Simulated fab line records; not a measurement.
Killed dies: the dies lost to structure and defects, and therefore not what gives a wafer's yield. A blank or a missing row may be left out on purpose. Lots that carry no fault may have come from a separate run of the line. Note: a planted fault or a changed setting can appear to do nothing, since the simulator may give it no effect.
Which tool is to blame? | flow rit-cmos | 13 lots with 39 wafers sampled at 5 steps, on a route of 202 steps

== WHAT THE GAUGES SHOWED, per wafer ==
RIT_GATE_CD_MEAS_90: target cd 150 nm.
lot  | measured    | on        | cd-nm (nm)
L867 | day 2 13:26 | cd-sem-01 | 144.3 145.3 144.5
L868 | day 2 18:35 | cd-sem-02 | 152.3 152.5 153.0
L869 | day 3 00:01 | cd-sem-01 | 149.4 150.8 151.3
L871 | day 3 08:33 | cd-sem-02 | 149.5 148.4 150.2
L872 | day 3 14:59 | cd-sem-02 | 155.2 152.2 151.3
L874 | day 4 01:01 | cd-sem-02 | 150.0 149.9 149.9
L879 | day 5 03:15 | cd-sem-01 | 148.8 151.6 150.5
L881 | day 5 10:59 | cd-sem-02 | 153.7 151.7 153.8
L883 | day 5 22:33 | cd-sem-02 | 150.1 149.0 149.5
L884 | day 6 02:04 | cd-sem-02 | 148.0 148.2 152.5
L887 | day 6 22:01 | cd-sem-02 | 148.3 146.3 150.2
L889 | day 7 03:58 | cd-sem-02 | 149.6 150.6 147.3
L890 | day 7 10:31 | cd-sem-02 | 150.1 150.9 151.9

RIT_M1_CD_MEAS_90: target cd 2600 nm.
lot  | measured    | on        | cd-nm (nm)
L867 | day 3 07:23 | cd-sem-02 | 2598.9 2600.0 2597.6
L868 | day 3 12:49 | cd-sem-02 | 2597.1 2595.8 2599.4
L869 | day 3 17:32 | cd-sem-02 | 2601.1 2599.9 2599.8
L871 | day 4 02:14 | cd-sem-02 | 2601.5 2596.9 2602.7
L872 | day 4 09:06 | cd-sem-02 | 2599.8 2598.9 2599.6
L874 | day 4 19:02 | cd-sem-02 | 2597.6 2599.4 2601.4
L879 | day 5 21:09 | cd-sem-01 | 2587.5 2589.1 2587.0
L881 | day 6 07:15 | cd-sem-02 | 2594.9 2596.5 2596.1
L883 | day 6 16:23 | cd-sem-02 | 2600.3 2600.5 2599.2
L884 | day 6 19:59 | cd-sem-02 | 2601.2 2599.3 2602.4
L887 | day 7 15:45 | cd-sem-02 | 2600.9 2601.7 2601.9
L889 | day 7 23:12 | cd-sem-02 | 2600.7 2599.3 2598.2
L890 | day 8 04:15 | cd-sem-02 | 2603.2 2601.5 2604.3

== WHAT TOOL EACH LOT RAN ON (gives the tool, then ch and the chambers of the sampled wafers, and finally the start) ==
lot  | RIT_PWELL_STRIP_09                  | RIT_PLDD_STRIP_09                   | RIT_M1_METAL_ETCH_12
L867 | plasma-asher-02 ch 0,1, day 1 22:47 | plasma-asher-03 ch 0,1, day 2 19:26 | rie-metal-03 ch 0,1, day 3 06:53
L868 | plasma-asher-04 ch 0,1, day 2 04:31 | plasma-asher-01 ch 0,1, day 3 01:01 | rie-metal-02 ch 0,1, day 3 12:17
L869 | plasma-asher-04 ch 0,1, day 2 08:34 | plasma-asher-01 ch 0,1, day 3 05:48 | rie-metal-01 ch 0,1, day 3 16:59
L871 | plasma-asher-04 ch 0,1, day 2 18:16 | plasma-asher-03 ch 1, day 3 14:17   | rie-metal-02 ch 0,1, day 4 01:43
L872 | plasma-asher-02 ch 0,1, day 3 01:01 | plasma-asher-01 ch 0,1, day 3 20:53 | rie-metal-01 ch 0,1, day 4 08:31
L874 | plasma-asher-01 ch 0,1, day 3 10:02 | plasma-asher-03 ch 0,1, day 4 07:03 | rie-metal-02 ch 0,1, day 4 18:32
L879 | plasma-asher-02 ch 0,1, day 4 10:37 | plasma-asher-04 ch 0,1, day 5 09:16 | rie-metal-03 ch 0,1, day 5 20:37
L881 | plasma-asher-02 ch 0,1, day 4 20:30 | plasma-asher-03 ch 0,1, day 5 18:55 | rie-metal-01 ch 0,1, day 6 06:44
L883 | plasma-asher-04 ch 0,1, day 5 08:52 | plasma-asher-04 ch 0,1, day 6 04:32 | rie-metal-02 ch 0,1, day 6 15:52
L884 | plasma-asher-04 ch 0,1, day 5 12:15 | plasma-asher-01 ch 0,1, day 6 08:12 | rie-metal-01 ch 0,1, day 6 19:29
L887 | plasma-asher-01 ch 0,1, day 6 04:56 | plasma-asher-03 ch 0,1, day 7 03:50 | rie-metal-02 ch 0,1, day 7 15:13
L889 | plasma-asher-01 ch 0,1, day 6 12:16 | plasma-asher-03 ch 0,1, day 7 11:01 | rie-metal-01 ch 1, day 7 22:40
L890 | plasma-asher-04 ch 0,1, day 6 17:32 | plasma-asher-03 ch 0,1, day 7 16:41 | rie-metal-02 ch 1, day 8 03:43
- RIT_PWELL_STRIP_09: strips in O2, time 180 s.
- RIT_PLDD_STRIP_09: strips in O2, time 180 s.
- RIT_M1_METAL_ETCH_12: etches Al in Cl2/BCl3, stops on SiO2, time 165 s, target depth 600 nm.

== WHAT THE TOOLS THEMSELVES READ (means of the sampled wafers that have a number; where no wafer has one, the mark that the record gives instead) ==
RIT_PWELL_STRIP_09.
lot  | tool            | drypump-motor-current-A (A) | rf-refl-power-W (W)
L867 | plasma-asher-02 | 5.4                         | 8.2
L868 | plasma-asher-04 | 6.3                         | 6.3
L869 | plasma-asher-04 | 6.3                         | 6.1
L871 | plasma-asher-04 | 6.3                         | 6.4
L872 | plasma-asher-02 | 5.4                         | 8.3
L874 | plasma-asher-01 | 5.5                         | 4.9
L879 | plasma-asher-02 | 5.4                         | 8.3
L881 | plasma-asher-02 | 5.4                         | 8.3
L883 | plasma-asher-04 | 6.3                         | 7.4
L884 | plasma-asher-04 | 6.3                         | 6.2
L887 | plasma-asher-01 | 5.2                         | 5.1
L889 | plasma-asher-01 | 5.4                         | 5.1
L890 | plasma-asher-04 | 6.3                         | 7.1

RIT_PLDD_STRIP_09.
lot  | tool            | drypump-motor-current-A (A) | rf-refl-power-W (W)
L867 | plasma-asher-03 | 5.6                         | 4.9
L868 | plasma-asher-01 | 5.2                         | 5.2
L869 | plasma-asher-01 | 5.5                         | 5.0
L871 | plasma-asher-03 | 5.9                         | 4.7
L872 | plasma-asher-01 | 5.5                         | 5.1
L874 | plasma-asher-03 | 5.2                         | 5.5
L879 | plasma-asher-04 | 6.3                         | 7.2
L881 | plasma-asher-03 | 5.2                         | 5.3
L883 | plasma-asher-04 | 6.3                         | 7.4
L884 | plasma-asher-01 | 5.5                         | 5.1
L887 | plasma-asher-03 | 5.2                         | 5.4
L889 | plasma-asher-03 | 5.2                         | 5.5
L890 | plasma-asher-03 | 5.2                         | 5.5

RIT_M1_METAL_ETCH_12.
lot  | tool         | drypump-motor-current-A (A) | oes-product-au (a.u.) | throttle-valve-pct (%)
L867 | rie-metal-03 | 5.98                        | 0.770                 | 8.26
L868 | rie-metal-02 | 6.22                        | 0.772                 | 8.47
L869 | rie-metal-01 | 5.96                        | 0.781                 | 8.24
L871 | rie-metal-02 | 5.95                        | 0.768                 | 8.39
L872 | rie-metal-01 | 6.01                        | 0.778                 | 8.23
L874 | rie-metal-02 | 5.98                        | 0.777                 | 8.38
L879 | rie-metal-03 | 6.00                        | 0.769                 | 8.25
L881 | rie-metal-01 | 6.03                        | 0.779                 | 8.23
L883 | rie-metal-02 | 5.97                        | 0.771                 | 8.39
L884 | rie-metal-01 | 5.99                        | 0.790                 | 8.25
L887 | rie-metal-02 | 6.00                        | 0.769                 | 8.39
L889 | rie-metal-01 | 5.90                        | 0.800                 | 8.28
L890 | rie-metal-02 | 6.40                        | 0.765                 | 8.54

== THE ANSWER, worked out from the rows above alone ==
Rule: usual is defined by the lots themselves. Put in order of their means at a reading, lots are off if they are a third of the lots or fewer, leave a main group of 4 or more, and stand apart from it by a gap of 3 or more times the standard deviation of the main group's means; of several such gaps the widest counts. A main group is skipped when, at the precision printed for the reading in the tables above, its means are all equal. Also off: a lot with no number at a reading for which 4 or more lots have one. Where the step has rows for the other lots, those lots are counted as sound. The gauges are gone through in route order, then the tools' own readings, and for those a lot's mean is taken as printed above. The first step at which some lot is off is used, and at that step the reading that is off furthest; a lot without a number counts as furthest.
Off at RIT_M1_CD_MEAS_90 (cd-nm): L879. For the main group the mean is 2599.7 nm and the standard deviation 1.8.
If a tool, at a process step before that reading, ran all the lots that are off and no sound lot after the first of them, it fits. The gauges at RIT_M1_CD_MEAS_90 aren't tried: what is off there is off at RIT_PLDD_STRIP_09 too, on other tools, and a gauge's error can't cause that. One candidate fits, namely rie-metal-03 at RIT_M1_METAL_ETCH_12. Its last sound lot is L867 (day 3 06:53), its first lot that is off L879 (day 5 20:37): a fault that began between those two fits.

== WHAT THE SIMULATOR HAD PUT IN ==
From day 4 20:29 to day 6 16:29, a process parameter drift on rie-metal-03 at RIT_M1_METAL_ETCH_12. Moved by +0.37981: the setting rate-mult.
Struck lots among those shown: L879. Same finding as the rule above.
